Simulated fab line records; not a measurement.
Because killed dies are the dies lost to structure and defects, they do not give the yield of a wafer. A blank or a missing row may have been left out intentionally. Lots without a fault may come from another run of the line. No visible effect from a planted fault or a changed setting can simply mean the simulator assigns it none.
Which tool is to blame? | flow rit_cmos | 7 lots, 21 wafers sampled, at 3 steps of a route of 202

== WHAT EACH GAUGE READ, for each wafer ==
RIT_GATE_THK_MEAS_07.
lot  | measured    | on            | GATE_OXIDE_THK (nm)
L923 | day 2 18:18 | film_metro-03 | 3.02 2.96 3.00
L926 | day 3 09:18 | film_metro-04 | 3.14 3.00 3.09
L930 | day 4 07:41 | film_metro-04 | 3.06 3.01 3.03
L933 | day 4 21:08 | film_metro-01 | 3.14 3.10 3.09
L940 | day 6 07:58 | film_metro-03 | 2.50 2.61 2.52
L942 | day 6 14:51 | film_metro-03 | 2.99 2.95 2.96
L945 | day 7 06:35 | film_metro-04 | 3.06 2.99 2.97

== TOOL THAT RAN EACH LOT (tool first, then ch and the chambers of the sampled wafers, then the start) ==
lot  | RIT_ACTIVE_STRIP_14                 | RIT_GATE_OXIDATION_05
L923 | plasma_asher-02 ch 0,1, day 1 20:12 | furnace-01 ch 0, day 2 16:57
L926 | plasma_asher-03 ch 1, day 2 11:34   | furnace-04 ch 0, day 3 07:34
L930 | plasma_asher-03 ch 0,1, day 3 08:02 | furnace-04 ch 0, day 4 05:03
L933 | plasma_asher-02 ch 0, day 3 23:50   | furnace-03 ch 0, day 4 17:52
L940 | plasma_asher-04 ch 0, day 5 09:15   | furnace-01 ch 0, day 6 04:52
L942 | plasma_asher-02 ch 0,1, day 5 19:06 | furnace-03 ch 0, day 6 12:50
L945 | plasma_asher-03 ch 0,1, day 6 10:50 | furnace-03 ch 0, day 7 05:15
- RIT_ACTIVE_STRIP_14: strips in O2, time 180 s.
- RIT_GATE_OXIDATION_05: target thk 3 nm, ox time 270 s.

== THE ANSWER, worked out from the rows above alone ==
Rule: the usual values come from the lots themselves. The widest of any qualifying gaps counts: lots, ordered by their means at a reading, are off when they make up no more than a third of the lots, leave a main group of 4 or more, and stand apart from it by 3 or more times the standard deviation of that group's means. A main group whose means are all the same, to the digits that the tables above print for the reading, isn't used. Also off: a lot with no number at a reading for which 4 or more lots have one. The other lots that the step has rows for count as sound.
Off: L940, at RIT_GATE_THK_MEAS_07 (GATE_OXIDE_THK). Mean 3.03 nm and standard deviation 0.049 in the main group.
If a tool, at a process step before that reading, ran all the lots that are off and no sound lot after the first of them, it fits. The gauges at RIT_GATE_THK_MEAS_07 are tried like those tools. Can't be told from this: 2 tools fit, plasma_asher-04 at RIT_ACTIVE_STRIP_14, furnace-01 at RIT_GATE_OXIDATION_05.

== WHAT THE SIMULATOR HAD PUT IN ==
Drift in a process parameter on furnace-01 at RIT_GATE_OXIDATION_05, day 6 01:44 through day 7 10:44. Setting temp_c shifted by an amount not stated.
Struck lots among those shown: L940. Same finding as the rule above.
